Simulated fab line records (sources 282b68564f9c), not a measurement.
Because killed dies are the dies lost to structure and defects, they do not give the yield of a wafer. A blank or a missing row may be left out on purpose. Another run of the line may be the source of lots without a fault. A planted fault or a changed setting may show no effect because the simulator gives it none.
Which of the tools did it?    flow ritCmos    7 lots with 21 wafers sampled at 2 steps, on a route of 202 steps

## WHAT EACH GAUGE READ, for each wafer
RIT_NRETRO_TW_MEAS_10.
lot   measured     on            NRETRO_TW
L325  day 2 18:16  filmMetro-02  1050 1044 1049
L327  day 3 07:43  filmMetro-01  1051 1055 1051
L330  day 3 23:38  filmMetro-01  1049 1050 1047
L334  day 4 18:26  filmMetro-01  1052 1049 1055
L337  day 5 06:16  filmMetro-02  995 989 995
L344  day 6 19:23  filmMetro-01  1044 1043 1044
L346  day 7 01:33  filmMetro-03  1062 1059 1062

## EACH LOT AND THE TOOL THAT RAN IT (in order: tool; ch and the chambers of the sampled wafers; start)
lot   RIT_NRETRO_IMPLANT_08
L325  implanter-03 ch 0, day 2 17:57
L327  implanter-04 ch 0, day 3 07:24
L330  implanter-01 ch 0, day 3 23:19
L334  implanter-03 ch 0, day 4 18:08
L337  implanter-01 ch 0, day 5 05:56
L344  implanter-03 ch 0, day 6 19:04
L346  implanter-03 ch 0, day 7 01:13
- RIT_NRETRO_IMPLANT_08

## THE ANSWER, worked out from the rows above alone
Rule: the lots themselves supply what counts as usual. The widest of any qualifying gaps counts: lots, ordered by their means at a reading, are off when they make up no more than a third of the lots, leave a main group of 4 or more, and stand apart from it by 3 or more times the standard deviation of that group's means. A main group whose means are all the same, to the digits that the tables above print for the reading, isn't used. Also off: a lot with no number at a reading for which 4 or more lots have one. Any other lot the step has rows for is counted as sound.
Off: L337, seen at RIT_NRETRO_TW_MEAS_10 (NRETRO_TW). The main group: mean 1051, standard deviation 5.4.
A tool fits if, at a process step before that reading, it ran every lot that is off, and no sound lot after the first of them. Those tools and the gauges at RIT_NRETRO_TW_MEAS_10 are tried in the same way. Can't be told from this: 2 tools fit, implanter-01 at RIT_NRETRO_IMPLANT_08, filmMetro-02 at RIT_NRETRO_TW_MEAS_10.

## WHAT THE SIMULATOR PUT IN
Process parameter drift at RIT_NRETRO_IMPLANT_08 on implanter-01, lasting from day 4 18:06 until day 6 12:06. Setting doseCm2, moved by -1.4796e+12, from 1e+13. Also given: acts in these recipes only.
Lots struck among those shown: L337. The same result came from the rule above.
